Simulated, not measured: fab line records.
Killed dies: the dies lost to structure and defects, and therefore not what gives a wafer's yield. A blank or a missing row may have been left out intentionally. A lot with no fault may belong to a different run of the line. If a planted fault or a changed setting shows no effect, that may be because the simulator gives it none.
Which tool was responsible?	flow rit-cmos	45 wafers from 15 lots sampled at 5 of the route's 202 steps

WHAT THE GAUGES SHOWED, per wafer
RIT_SDANNEAL_RS_MEAS_04: measures by four-point-probe.
lot	measured	on	PSD_RS (ohm/sq)
L604	day 3 04:47	film-metro-02	115.99 116.03 116.40
L605	day 3 11:05	film-metro-02	115.48 115.91 115.67
L606	day 3 17:03	film-metro-03	115.86 116.40 116.16
L607	day 3 17:28	film-metro-04	115.87 116.16 116.15
L608	day 4 06:19	film-metro-04	115.37 116.08 115.85
L609	day 4 07:12	film-metro-02	116.06 116.35 116.11
L610	day 4 09:07	film-metro-02	115.54 116.00 116.09
L611	day 4 12:53	film-metro-02	116.01 115.75 115.82
L612	day 4 19:32	film-metro-02	115.94 115.53 115.55
L614	day 5 04:53	film-metro-04	72.21 72.52 72.37
L616	day 5 15:51	film-metro-04	72.71 72.88 72.47
L618	day 6 00:56	film-metro-03	72.68 73.06 72.58
L623	day 7 03:13	film-metro-03	115.75 115.96 116.34
L625	day 7 12:08	film-metro-03	115.84 115.82 115.86
L627	day 7 21:46	film-metro-03	116.57 116.19 116.53

RIT_SDANNEAL_RS_MEAS_05: measures by four-point-probe.
lot	measured	on	NSD_RS (ohm/sq)
L604	day 3 04:55	film-metro-02	84.59 84.88 84.90
L605	day 3 11:13	film-metro-02	84.07 84.60 84.39
L606	day 3 17:10	film-metro-03	84.61 84.77 84.72
L607	day 3 17:35	film-metro-04	84.48 84.33 84.32
L608	day 4 06:26	film-metro-04	84.53 84.68 84.57
L609	day 4 07:19	film-metro-02	84.58 84.76 84.77
L610	day 4 09:14	film-metro-02	84.47 85.05 84.80
L611	day 4 13:01	film-metro-02	84.38 84.31 84.39
L612	day 4 19:40	film-metro-02	84.38 84.40 84.17
L614	day 5 05:01	film-metro-04	76.48 76.60 76.69
L616	day 5 15:58	film-metro-04	76.93 76.91 76.95
L618	day 6 01:04	film-metro-03	77.01 77.45 77.31
L623	day 7 03:20	film-metro-03	84.12 84.41 84.59
L625	day 7 12:16	film-metro-03	84.53 84.42 84.26
L627	day 7 21:53	film-metro-03	84.93 84.82 84.95

RIT_SDANNEAL_RS_MEAS_06: measures by four-point-probe.
lot	measured	on	PLDD_RS (ohm/sq)
L604	day 3 05:02	film-metro-02	178.7 178.7 178.2
L605	day 3 11:20	film-metro-02	178.7 179.1 178.9
L606	day 3 17:17	film-metro-03	179.1 179.4 179.0
L607	day 3 17:42	film-metro-04	178.1 178.7 178.3
L608	day 4 06:34	film-metro-04	178.3 179.0 179.1
L609	day 4 07:26	film-metro-02	178.4 178.8 178.7
L610	day 4 09:22	film-metro-02	178.5 178.4 179.0
L611	day 4 13:08	film-metro-02	178.4 179.4 178.1
L612	day 4 19:47	film-metro-02	178.2 178.2 178.6
L614	day 5 05:08	film-metro-04	141.2 141.0 141.0
L616	day 5 16:05	film-metro-04	141.9 142.3 142.1
L618	day 6 01:11	film-metro-03	141.2 141.3 141.2
L623	day 7 03:28	film-metro-03	179.0 178.6 179.1
L625	day 7 12:23	film-metro-03	178.9 179.0 178.7
L627	day 7 22:01	film-metro-03	179.5 179.0 179.4

RIT_SDANNEAL_RS_MEAS_07: measures by four-point-probe.
lot	measured	on	NLDD_RS (ohm/sq)
L604	day 3 05:09	film-metro-02	152.1 152.5 151.8
L605	day 3 11:27	film-metro-02	152.4 152.0 152.5
L606	day 3 17:25	film-metro-03	152.8 152.6 151.5
L607	day 3 17:49	film-metro-04	151.1 151.4 151.5
L608	day 4 06:41	film-metro-04	151.4 151.1 150.6
L609	day 4 07:34	film-metro-02	151.8 151.2 151.8
L610	day 4 09:29	film-metro-02	152.2 152.3 153.3
L611	day 4 13:15	film-metro-02	151.7 151.9 151.9
L612	day 4 19:54	film-metro-02	151.3 150.8 151.1
L614	day 5 05:15	film-metro-04	143.1 143.4 142.9
L616	day 5 16:13	film-metro-04	142.7 143.0 143.8
L618	day 6 01:18	film-metro-03	143.1 142.8 143.4
L623	day 7 03:35	film-metro-03	151.7 151.8 151.5
L625	day 7 12:30	film-metro-03	151.7 151.8 152.3
L627	day 7 22:08	film-metro-03	151.4 151.7 151.9

TOOL THAT RAN EACH LOT (tool first, then ch and the chambers of the sampled wafers, then the start)
lot	RIT_SDANNEAL_RTA_03
L604	rtp-anneal-01 ch 0, day 3 04:43
L605	rtp-anneal-02 ch 0, day 3 11:00
L606	rtp-anneal-01 ch 0, day 3 16:59
L607	rtp-anneal-02 ch 0, day 3 17:24
L608	rtp-anneal-01 ch 0, day 4 06:16
L609	rtp-anneal-02 ch 0, day 4 07:07
L610	rtp-anneal-01 ch 0, day 4 09:03
L611	rtp-anneal-02 ch 0, day 4 12:50
L612	rtp-anneal-01 ch 0, day 4 19:28
L614	rtp-anneal-01 ch 0, day 5 04:50
L616	rtp-anneal-01 ch 0, day 5 15:47
L618	rtp-anneal-01 ch 0, day 6 00:53
L623	rtp-anneal-02 ch 0, day 7 03:09
L625	rtp-anneal-02 ch 0, day 7 12:05
L627	rtp-anneal-02 ch 0, day 7 21:41
- RIT_SDANNEAL_RTA_03: time 5 s.

WHAT THE TOOLS THEMSELVES READ (means of the sampled wafers that have a number; where no wafer has one, the mark that the record gives instead)
RIT_SDANNEAL_RTA_03.
lot	tool	anneal-temp-c-max	wafer_temp_C_max
L604	rtp-anneal-01	1057.0	1053.6
L605	rtp-anneal-02	1054.0	1054.0
L606	rtp-anneal-01	1055.7	1054.8
L607	rtp-anneal-02	1053.4	1053.6
L608	rtp-anneal-01	1056.8	1052.4
L609	rtp-anneal-02	1054.7	1052.7
L610	rtp-anneal-01	1058.2	1053.7
L611	rtp-anneal-02	1054.1	1053.4
L612	rtp-anneal-01	1058.2	1053.6
L614	rtp-anneal-01	1057.5	1052.4
L616	rtp-anneal-01	1056.7	1053.4
L618	rtp-anneal-01	1056.9	1054.2
L623	rtp-anneal-02	1053.6	1053.3
L625	rtp-anneal-02	1054.3	1053.4
L627	rtp-anneal-02	1053.4	1054.0

THE ANSWER, worked out from the rows above alone
Rule: usual is defined by the lots themselves. The widest of any qualifying gaps counts: lots, ordered by their means at a reading, are off when they make up no more than a third of the lots, leave a main group of 4 or more, and stand apart from it by 3 or more times the standard deviation of that group's means. A main group is skipped when, at the precision printed for the reading in the tables above, its means are all equal. Also off: a lot with no number at a reading for which 4 or more lots have one. Any other lot the step has rows for is counted as sound. The gauges are gone through in route order, then the tools' own readings, and for those a lot's mean is taken as printed above. The first step at which some lot is off is used, and at that step the reading that is off furthest; a lot without a number counts as furthest.
Off: L614, L616, L618, seen at RIT_SDANNEAL_RS_MEAS_04 (PSD_RS). Mean 115.97 ohm/sq and standard deviation 0.22 in the main group.
A tool fits if, at a process step before that reading, it ran every lot that is off, and no sound lot after the first of them. The gauges at RIT_SDANNEAL_RS_MEAS_04 are tried like those tools. One fits: RIT_SDANNEAL_RTA_03 on rtp-anneal-01. A fault onset in the window from L612 (day 4 19:28, its last sound lot) to L614 (day 5 04:50, its first lot off) fits.

WHAT WAS PUT IN BY THE SIMULATOR
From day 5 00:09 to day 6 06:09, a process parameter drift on rtp-anneal-01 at RIT_SDANNEAL_RTA_03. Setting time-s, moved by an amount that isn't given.
Lots struck among those shown: L614, L616, L618. The rule above reached the same finding.
